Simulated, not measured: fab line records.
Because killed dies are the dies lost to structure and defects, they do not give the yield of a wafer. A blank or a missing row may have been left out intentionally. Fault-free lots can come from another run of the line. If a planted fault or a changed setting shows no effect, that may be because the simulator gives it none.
fab line records :: flow rit_cmos
record
  lots=13
  wafers=39
  last_day=7
route steps=202 shown M1@196
lots that met no fault: from a run of the same line without faults
start_h: hours from the record's opening day to when the first of the lot's shown wafers began :: wait_h: hours elapsed since this lot's preceding step :: " identical to the entry in the row above :: L1.1+2: a row that stands for several wafers :: - value missing, or start not given :: * or withheld: withheld :: < > ~ a bound
route shown NAME@n: NAME is a module with steps in the file, n the number in the route of the first one :: usual: average and standard deviation across the fault-free wafers :: same: alike in all rows :: chamber/n: place in a boat :: sites: the reading at each site :: _std_site: the values' standard deviation :: _edge_site: inner sites' mean taken away from outer sites' mean :: radius_mm: how far each site lies from the wafer's centre :: mask NAME#n: copy n :: behind: tool/chamber where the wafer was last shaped :: hold: why the lot went on hold/how many hours it stayed there/how the hold came to an end :: device: the transistor (n, p or np) that didn't switch :: end of line: the same wafers' tests at the end of the route :: where a step has no rows: the recipe by itself :: killed: the dies lost at the first sort to structure and to defects; this is not the yield of the wafer :: map: a wafer's dies, marking killed ones x, the rest . and places with no die _
set.NAME: setting as actually run; set.NAME@STEP: the setting as run at that earlier step :: model.NAME: the simulator's own value behind a step, which no gauge read
steps of the route over a sample of lots; a table a step, a row a wafer
services: a tool's chamber out of use, with start hour (start_h, from the record's first day; less than 0 if before it), hours out, and reason
## steps
# step RIT_M1_METAL_ETCH_12
# recipe
  stop_on=SiO2
  chemistry=Cl2/BCl3
  target=Al
  time_s=165
  over_etch_frac=0.5
  pressure_mtorr=100
  target_depth_a=6000
  rf_w=250
  Cl2_flow_sccm=60
  bcl3_flow_sccm=50
# usual
  drypump_motor_current_A=5.6/0.56
  oes_product_au=0.794/0.0088
  throttle_valve_pct=8.28/0.088
# same
  time_s=165
lot.wafer: L376.1
tool: rie_metal-04
chamber: 0
start_h: 56.72
wait_h: 0.2
drypump_motor_current_A: 5.2
oes_product_au: 0.799
rf_hours_counter_h: 2.2
throttle_valve_pct: 8.29

lot.wafer: L376.5
tool: rie_metal-04
chamber: 1
start_h: 56.72
wait_h: 0.2
drypump_motor_current_A: 6.4
oes_product_au: 0.792
rf_hours_counter_h: -
throttle_valve_pct: 8.38

lot.wafer: L376.6
tool: rie_metal-04
chamber: 0
start_h: 56.72
wait_h: 0.2
drypump_motor_current_A: 5.2
oes_product_au: 0.810
rf_hours_counter_h: -
throttle_valve_pct: 8.27

lot.wafer: L378.1
tool: rie_metal-02
chamber: 1
start_h: 66.99
wait_h: 0.2
drypump_motor_current_A: 6.0
oes_product_au: 0.792
rf_hours_counter_h: 4.3
throttle_valve_pct: 8.24

lot.wafer: L378.4
tool: rie_metal-02
chamber: 1
start_h: 66.99
wait_h: 0.2
drypump_motor_current_A: 6.0
oes_product_au: 0.801
rf_hours_counter_h: -
throttle_valve_pct: 8.24

lot.wafer: L378.6
tool: rie_metal-02
chamber: 0
start_h: 66.99
wait_h: 0.2
drypump_motor_current_A: 4.9
oes_product_au: 0.795
rf_hours_counter_h: -
throttle_valve_pct: 8.39

lot.wafer: L379.2
tool: rie_metal-04
chamber: 1
start_h: 69.28
wait_h: 0.2
drypump_motor_current_A: 6.3
oes_product_au: 0.785
rf_hours_counter_h: 2.7
throttle_valve_pct: 8.39

lot.wafer: L379.3
tool: rie_metal-04
chamber: 1
start_h: 69.28
wait_h: 0.2
drypump_motor_current_A: 6.3
oes_product_au: 0.785
rf_hours_counter_h: -
throttle_valve_pct: 8.37

lot.wafer: L379.4
tool: rie_metal-04
chamber: 0
start_h: 69.28
wait_h: 0.2
drypump_motor_current_A: 5.2
oes_product_au: 0.801
rf_hours_counter_h: -
throttle_valve_pct: 8.28

lot.wafer: L380.1
tool: rie_metal-03
chamber: 1
start_h: 77.73
wait_h: 0.2
drypump_motor_current_A: 6.2
oes_product_au: 0.783
rf_hours_counter_h: 0.7
throttle_valve_pct: 8.13

lot.wafer: L380.2
tool: rie_metal-03
chamber: 0
start_h: 77.73
wait_h: 0.2
drypump_motor_current_A: 5.2
oes_product_au: 0.786
rf_hours_counter_h: 0.7
throttle_valve_pct: 8.27

lot.wafer: L380.3
tool: rie_metal-03
chamber: 0
start_h: 77.73
wait_h: 0.2
drypump_motor_current_A: 5.2
oes_product_au: 0.788
rf_hours_counter_h: -
throttle_valve_pct: 8.27

lot.wafer: L381.1
tool: rie_metal-02
chamber: 1
start_h: 81.83
wait_h: 0.2
drypump_motor_current_A: 6.1
oes_product_au: 0.803
rf_hours_counter_h: 4.5
throttle_valve_pct: 8.25

lot.wafer: L381.2
tool: rie_metal-02
chamber: 0
start_h: 81.83
wait_h: 0.2
drypump_motor_current_A: 4.9
oes_product_au: 0.804
rf_hours_counter_h: 4.1
throttle_valve_pct: 8.40

lot.wafer: L381.3
tool: rie_metal-02
chamber: 1
start_h: 81.83
wait_h: 0.2
drypump_motor_current_A: 6.1
oes_product_au: 0.811
rf_hours_counter_h: -
throttle_valve_pct: 8.24

lot.wafer: L382.1
tool: rie_metal-04
chamber: 1
start_h: 91.03
wait_h: 0.2
drypump_motor_current_A: 6.3
oes_product_au: 0.783
rf_hours_counter_h: 2.9
throttle_valve_pct: 8.39

lot.wafer: L382.4
tool: rie_metal-04
chamber: 1
start_h: 91.03
wait_h: 0.2
drypump_motor_current_A: 6.4
oes_product_au: 0.783
rf_hours_counter_h: -
throttle_valve_pct: 8.38

lot.wafer: L382.5
tool: rie_metal-04
chamber: 0
start_h: 91.03
wait_h: 0.2
drypump_motor_current_A: 5.2
oes_product_au: 0.801
rf_hours_counter_h: -
throttle_valve_pct: 8.29

lot.wafer: L383.1
tool: rie_metal-03
chamber: 0
start_h: 92.32
wait_h: 0.2
drypump_motor_current_A: 5.2
oes_product_au: 0.773
rf_hours_counter_h: 0.9
throttle_valve_pct: 8.28

lot.wafer: L383.2
tool: rie_metal-03
chamber: 1
start_h: 92.32
wait_h: 0.2
drypump_motor_current_A: 6.2
oes_product_au: 0.780
rf_hours_counter_h: 0.9
throttle_valve_pct: 8.14

lot.wafer: L383.5
tool: rie_metal-03
chamber: 0
start_h: 92.32
wait_h: 0.2
drypump_motor_current_A: 5.2
oes_product_au: 0.785
rf_hours_counter_h: -
throttle_valve_pct: 8.27

lot.wafer: L384.1
tool: rie_metal-02
chamber: 0
start_h: 97.37
wait_h: 0.2
drypump_motor_current_A: 4.9
oes_product_au: 0.815
rf_hours_counter_h: 4.3
throttle_valve_pct: 8.39

lot.wafer: L384.2
tool: rie_metal-02
chamber: 1
start_h: 97.37
wait_h: 0.2
drypump_motor_current_A: 6.1
oes_product_au: 0.792
rf_hours_counter_h: 4.7
throttle_valve_pct: 8.22

lot.wafer: L384.3
tool: rie_metal-02
chamber: 1
start_h: 97.37
wait_h: 0.2
drypump_motor_current_A: 6.1
oes_product_au: 0.802
rf_hours_counter_h: -
throttle_valve_pct: 8.23

lot.wafer: L387.1
tool: rie_metal-02
chamber: 1
start_h: 111.43
wait_h: 0.2
drypump_motor_current_A: 6.1
oes_product_au: 0.800
rf_hours_counter_h: 4.9
throttle_valve_pct: 8.24

lot.wafer: L387.2
tool: rie_metal-02
chamber: 0
start_h: 111.43
wait_h: 0.2
drypump_motor_current_A: 4.9
oes_product_au: 0.802
rf_hours_counter_h: 4.5
throttle_valve_pct: 8.38

lot.wafer: L387.6
tool: rie_metal-02
chamber: 0
start_h: 111.43
wait_h: 0.2
drypump_motor_current_A: 4.9
oes_product_au: 0.805
rf_hours_counter_h: -
throttle_valve_pct: 8.40

lot.wafer: L394.2
tool: rie_metal-04
chamber: 1
start_h: 150.09
wait_h: 0.2
drypump_motor_current_A: 6.3
oes_product_au: 0.784
rf_hours_counter_h: 3.6
throttle_valve_pct: 8.40

lot.wafer: L394.4
tool: rie_metal-04
chamber: 1
start_h: 150.09
wait_h: 0.2
drypump_motor_current_A: 6.3
oes_product_au: 0.769
rf_hours_counter_h: -
throttle_valve_pct: 8.39

lot.wafer: L394.6
tool: rie_metal-04
chamber: 0
start_h: 150.09
wait_h: 0.2
drypump_motor_current_A: 5.2
oes_product_au: 0.791
rf_hours_counter_h: -
throttle_valve_pct: 8.28

lot.wafer: L395.1
tool: rie_metal-03
chamber: 0
start_h: 153.20
wait_h: 0.2
drypump_motor_current_A: 5.2
oes_product_au: 0.792
rf_hours_counter_h: 1.6
throttle_valve_pct: 8.27

lot.wafer: L395.2
tool: rie_metal-03
chamber: 1
start_h: 153.20
wait_h: 0.2
drypump_motor_current_A: 6.1
oes_product_au: 0.801
rf_hours_counter_h: 1.6
throttle_valve_pct: 8.14

lot.wafer: L395.4
tool: rie_metal-03
chamber: 0
start_h: 153.20
wait_h: 0.2
drypump_motor_current_A: 5.2
oes_product_au: 0.806
rf_hours_counter_h: -
throttle_valve_pct: 8.25

lot.wafer: L397.2
tool: rie_metal-04
chamber: 1
start_h: 165.58
wait_h: 0.2
drypump_motor_current_A: 6.3
oes_product_au: 0.785
rf_hours_counter_h: 3.8
throttle_valve_pct: 8.39

lot.wafer: L397.3
tool: rie_metal-04
chamber: 0
start_h: 165.58
wait_h: 0.2
drypump_motor_current_A: 5.2
oes_product_au: 0.794
rf_hours_counter_h: -
throttle_valve_pct: 8.29

lot.wafer: L397.6
tool: rie_metal-04
chamber: 1
start_h: 165.58
wait_h: 0.2
drypump_motor_current_A: 6.4
oes_product_au: 0.786
rf_hours_counter_h: -
throttle_valve_pct: 8.39

lot.wafer: L398.1
tool: rie_metal-03
chamber: 0
start_h: 169.81
wait_h: 0.2
drypump_motor_current_A: 5.2
oes_product_au: 0.789
rf_hours_counter_h: 1.8
throttle_valve_pct: 8.29

lot.wafer: L398.3
tool: rie_metal-03
chamber: 1
start_h: 169.81
wait_h: 0.2
drypump_motor_current_A: 6.2
oes_product_au: 0.787
rf_hours_counter_h: -
throttle_valve_pct: 8.15

lot.wafer: L398.6
tool: rie_metal-03
chamber: 1
start_h: 169.81
wait_h: 0.2
drypump_motor_current_A: 6.1
oes_product_au: 0.789
rf_hours_counter_h: -
throttle_valve_pct: 8.14
# step RIT_M1_CD_MEAS_90
# recipe
  target_cd_nm=2600
# usual
  cd_nm=2601.3/2.7
lot.wafer: L376.1
tool: cd_sem-01
chamber: -
start_h: 57.25
wait_h: 0.1
cd_nm: 2601.3

lot.wafer: L376.5
tool: cd_sem-01
chamber: -
start_h: 57.25
wait_h: 0.1
cd_nm: 2602.5

lot.wafer: L376.6
tool: cd_sem-01
chamber: -
start_h: 57.25
wait_h: 0.1
cd_nm: 2602.3

lot.wafer: L378.1
tool: cd_sem-01
chamber: -
start_h: 67.52
wait_h: 0.1
cd_nm: 2605.4

lot.wafer: L378.4
tool: cd_sem-01
chamber: -
start_h: 67.52
wait_h: 0.1
cd_nm: 2602.2

lot.wafer: L378.6
tool: cd_sem-01
chamber: -
start_h: 67.52
wait_h: 0.1
cd_nm: 2602.5

lot.wafer: L379.2
tool: cd_sem-02
chamber: -
start_h: 69.81
wait_h: 0.1
cd_nm: 2599.3

lot.wafer: L379.3
tool: cd_sem-02
chamber: -
start_h: 69.81
wait_h: 0.1
cd_nm: 2598.6

lot.wafer: L379.4
tool: cd_sem-02
chamber: -
start_h: 69.81
wait_h: 0.1
cd_nm: 2599.9

lot.wafer: L380.1
tool: cd_sem-02
chamber: -
start_h: 78.24
wait_h: 0.1
cd_nm: 2600.9

lot.wafer: L380.2
tool: cd_sem-02
chamber: -
start_h: 78.24
wait_h: 0.1
cd_nm: 2601.0

lot.wafer: L380.3
tool: cd_sem-02
chamber: -
start_h: 78.24
wait_h: 0.1
cd_nm: 2599.4

lot.wafer: L381.1
tool: cd_sem-02
chamber: -
start_h: 82.34
wait_h: 0.1
cd_nm: 2605.2

lot.wafer: L381.2
tool: cd_sem-02
chamber: -
start_h: 82.34
wait_h: 0.1
cd_nm: 2601.5

lot.wafer: L381.3
tool: cd_sem-02
chamber: -
start_h: 82.34
wait_h: 0.1
cd_nm: 2600.0

lot.wafer: L382.1
tool: cd_sem-02
chamber: -
start_h: 91.55
wait_h: 0.1
cd_nm: 2596.8

lot.wafer: L382.4
tool: cd_sem-02
chamber: -
start_h: 91.55
wait_h: 0.1
cd_nm: 2598.4

lot.wafer: L382.5
tool: cd_sem-02
chamber: -
start_h: 91.55
wait_h: 0.1
cd_nm: 2599.0

lot.wafer: L383.1
tool: cd_sem-02
chamber: -
start_h: 92.83
wait_h: 0.1
cd_nm: 2596.3

lot.wafer: L383.2
tool: cd_sem-02
chamber: -
start_h: 92.83
wait_h: 0.1
cd_nm: 2601.6

lot.wafer: L383.5
tool: cd_sem-02
chamber: -
start_h: 92.83
wait_h: 0.1
cd_nm: 2597.7

lot.wafer: L384.1
tool: cd_sem-01
chamber: -
start_h: 97.88
wait_h: 0.1
cd_nm: 2602.1

lot.wafer: L384.2
tool: cd_sem-01
chamber: -
start_h: 97.88
wait_h: 0.1
cd_nm: 2600.7

lot.wafer: L384.3
tool: cd_sem-01
chamber: -
start_h: 97.88
wait_h: 0.1
cd_nm: 2603.0

lot.wafer: L387.1
tool: cd_sem-02
chamber: -
start_h: 111.94
wait_h: 0.1
cd_nm: 2602.3

lot.wafer: L387.2
tool: cd_sem-02
chamber: -
start_h: 111.94
wait_h: 0.1
cd_nm: 2593.5

lot.wafer: L387.6
tool: cd_sem-02
chamber: -
start_h: 111.94
wait_h: 0.1
cd_nm: 2594.1

lot.wafer: L394.2
tool: cd_sem-01
chamber: -
start_h: 150.62
wait_h: 0.1
cd_nm: 2599.2

lot.wafer: L394.4
tool: cd_sem-01
chamber: -
start_h: 150.62
wait_h: 0.1
cd_nm: 2597.5

lot.wafer: L394.6
tool: cd_sem-01
chamber: -
start_h: 150.62
wait_h: 0.1
cd_nm: 2598.5

lot.wafer: L395.1
tool: cd_sem-02
chamber: -
start_h: 153.72
wait_h: 0.1
cd_nm: 2601.2

lot.wafer: L395.2
tool: cd_sem-02
chamber: -
start_h: 153.72
wait_h: 0.1
cd_nm: 2601.3

lot.wafer: L395.4
tool: cd_sem-02
chamber: -
start_h: 153.72
wait_h: 0.1
cd_nm: 2600.7

lot.wafer: L397.2
tool: cd_sem-02
chamber: -
start_h: 166.11
wait_h: 0.1
cd_nm: 2604.3

lot.wafer: L397.3
tool: cd_sem-02
chamber: -
start_h: 166.11
wait_h: 0.1
cd_nm: 2601.5

lot.wafer: L397.6
tool: cd_sem-02
chamber: -
start_h: 166.11
wait_h: 0.1
cd_nm: 2601.8

lot.wafer: L398.1
tool: cd_sem-02
chamber: -
start_h: 170.34
wait_h: 0.1
cd_nm: 2595.7

lot.wafer: L398.3
tool: cd_sem-02
chamber: -
start_h: 170.34
wait_h: 0.1
cd_nm: 2599.1

lot.wafer: L398.6
tool: cd_sem-02
chamber: -
start_h: 170.34
wait_h: 0.1
cd_nm: 2599.6
# step RIT_M1_PROBE_99
# usual
  defect_limited_yield=97.2/1.2
  killed_at_M0_to_M3=0.0/0.14
  killed_at_contacts=0.1/0.31
  killed_at_front_end=7/3.2
  killed_dies=7/3.2
  killed_open=3.6/1.9
  killed_short=3.6/2
  sort_bin_3_pad_short=0.1/0.22
  sort_bin_5_function=1.6/0.93
  sort_bin_6_memory=1.0/0.66
  sort_n_pass=257/3.2
  sort_yield_pct=97.2/1.2
# same
  gross_dies=264
  killed_at_M4_up=0
  killed_at_back_side=0
  killed_at_other=0
lot.wafer: L394.2
tool: prober-02
chamber: -
start_h: 152.39
wait_h: 0.1
defect_limited_yield[%]: 97.3
killed_at_M0_to_M3: 0
killed_at_contacts: 0
killed_at_front_end: 7
killed_dies: 7
killed_open: 2
killed_short: 5
sort_bin_3_pad_short[%]: 0
sort_bin_5_function[%]: 1.1
sort_bin_6_memory[%]: 1.5
sort_n_pass: 257
sort_yield_pct[%]: 97.3

lot.wafer: L394.4
tool: prober-02
chamber: -
start_h: 152.49
wait_h: 0.2
defect_limited_yield[%]: 97.3
killed_at_M0_to_M3: 0
killed_at_contacts: 1
killed_at_front_end: 6
killed_dies: 7
killed_open: 2
killed_short: 5
sort_bin_3_pad_short[%]: 0.4
sort_bin_5_function[%]: 0.8
sort_bin_6_memory[%]: 1.5
sort_n_pass: 257
sort_yield_pct[%]: 97.3

lot.wafer: L394.6
tool: prober-02
chamber: -
start_h: 152.59
wait_h: 0.2
defect_limited_yield[%]: 98.1
killed_at_M0_to_M3: 0
killed_at_contacts: 0
killed_at_front_end: 5
killed_dies: 5
killed_open: 3
killed_short: 2
sort_bin_3_pad_short[%]: 0.8
sort_bin_5_function[%]: 0.8
sort_bin_6_memory[%]: 0.4
sort_n_pass: 259
sort_yield_pct[%]: 98.1

lot.wafer: L398.1
tool: prober-02
chamber: -
start_h: 172.08
wait_h: 0.1
defect_limited_yield[%]: 93.6
killed_at_M0_to_M3: 0
killed_at_contacts: 0
killed_at_front_end: 17
killed_dies: 17
killed_open: 12
killed_short: 5
sort_bin_3_pad_short[%]: 0.4
sort_bin_5_function[%]: 4.2
sort_bin_6_memory[%]: 1.9
sort_n_pass: 247
sort_yield_pct[%]: 93.6

lot.wafer: L398.3
tool: prober-02
chamber: -
start_h: 172.18
wait_h: 0.2
defect_limited_yield[%]: 97.3
killed_at_M0_to_M3: 0
killed_at_contacts: 0
killed_at_front_end: 7
killed_dies: 7
killed_open: 3
killed_short: 3
sort_bin_3_pad_short[%]: 0.4
sort_bin_5_function[%]: 1.5
sort_bin_6_memory[%]: 0.8
sort_n_pass: 257
sort_yield_pct[%]: 97.3

lot.wafer: L398.6
tool: prober-02
chamber: -
start_h: 172.33
wait_h: 0.2
defect_limited_yield[%]: 97.0
killed_at_M0_to_M3: 0
killed_at_contacts: 0
killed_at_front_end: 8
killed_dies: 8
killed_open: 3
killed_short: 5
sort_bin_3_pad_short[%]: 0
sort_bin_5_function[%]: 2.3
sort_bin_6_memory[%]: 0.8
sort_n_pass: 256
sort_yield_pct[%]: 97.0
# killed by level:class
L394.2 GATE:geometric_particle:short=3 FOX1:geometric_particle:short=1 REOX:geometric_particle:short=1 REOX:geometric_particle:open=1 SILICIDE:geometric_particle:open=1
L394.4 GATE:geometric_particle:short=3 FOX1:geometric_particle:short=1 SILICIDE:geometric_particle:short=1 SILICIDE:geometric_particle:open=1 CONTACT:geometric_particle:open=1
L394.6 GATE:geometric_particle:open=2 FOX1:geometric_particle:open=1 GATE:geometric_particle:short=1 REOX:geometric_particle:short=1
L398.1 GATE:geometric_particle:open=4 REOX:geometric_particle:short=4 SPACER:geometric_particle:open=4 FOX1:geometric_particle:open=2 REOX:geometric_particle:open=1 SPACER:geometric_particle:short=1 SILICIDE:geometric_particle:open=1
L398.3 FOX2:geometric_particle:open=1 FOX2:geometric_particle:short=1 GATE:geometric_particle:short=1 GATE:geometric_particle:open=1 REOX:geometric_particle:open=1 SPACER:geometric_particle:short=1 PRETRO:coat_microbubble_printed=1
L398.6 GATE:geometric_particle:short=4 GATE:geometric_particle:open=2 FOX2:geometric_particle:short=1 FOX2:geometric_particle:open=1
## services
tool: rie_metal-04
chamber: 0
start_h: 36.40
hours: 14.3
kind: repair

tool: rie_metal-02
chamber: 1
start_h: 45.93
hours: 1.1
kind: repair

tool: rie_metal-03
chamber: -
start_h: 141.85
hours: 2.8
kind: pm

tool: rie_metal-02
chamber: 1
start_h: 151.17
hours: 4.6
kind: repair
## key
first_sign
  step=RIT_M1_CD_MEAS_90
  reading=cd_nm
  direction=down
  sigmas=2.8
  usual=2601.3
  struck=2593.8
effect none on later readings
met_at RIT_M1_METAL_ETCH_12
struck_lots L387
struck_wafers L387.2,L387.6
onset_between 97.37 111.43
fault
  kind=process_parameter_drift
  tool=rie_metal-02
  chamber=0
  onset_h=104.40
  steps=RIT_M1_METAL_ETCH_12
  channel=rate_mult
  offset=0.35
  shape=step
  end_h=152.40
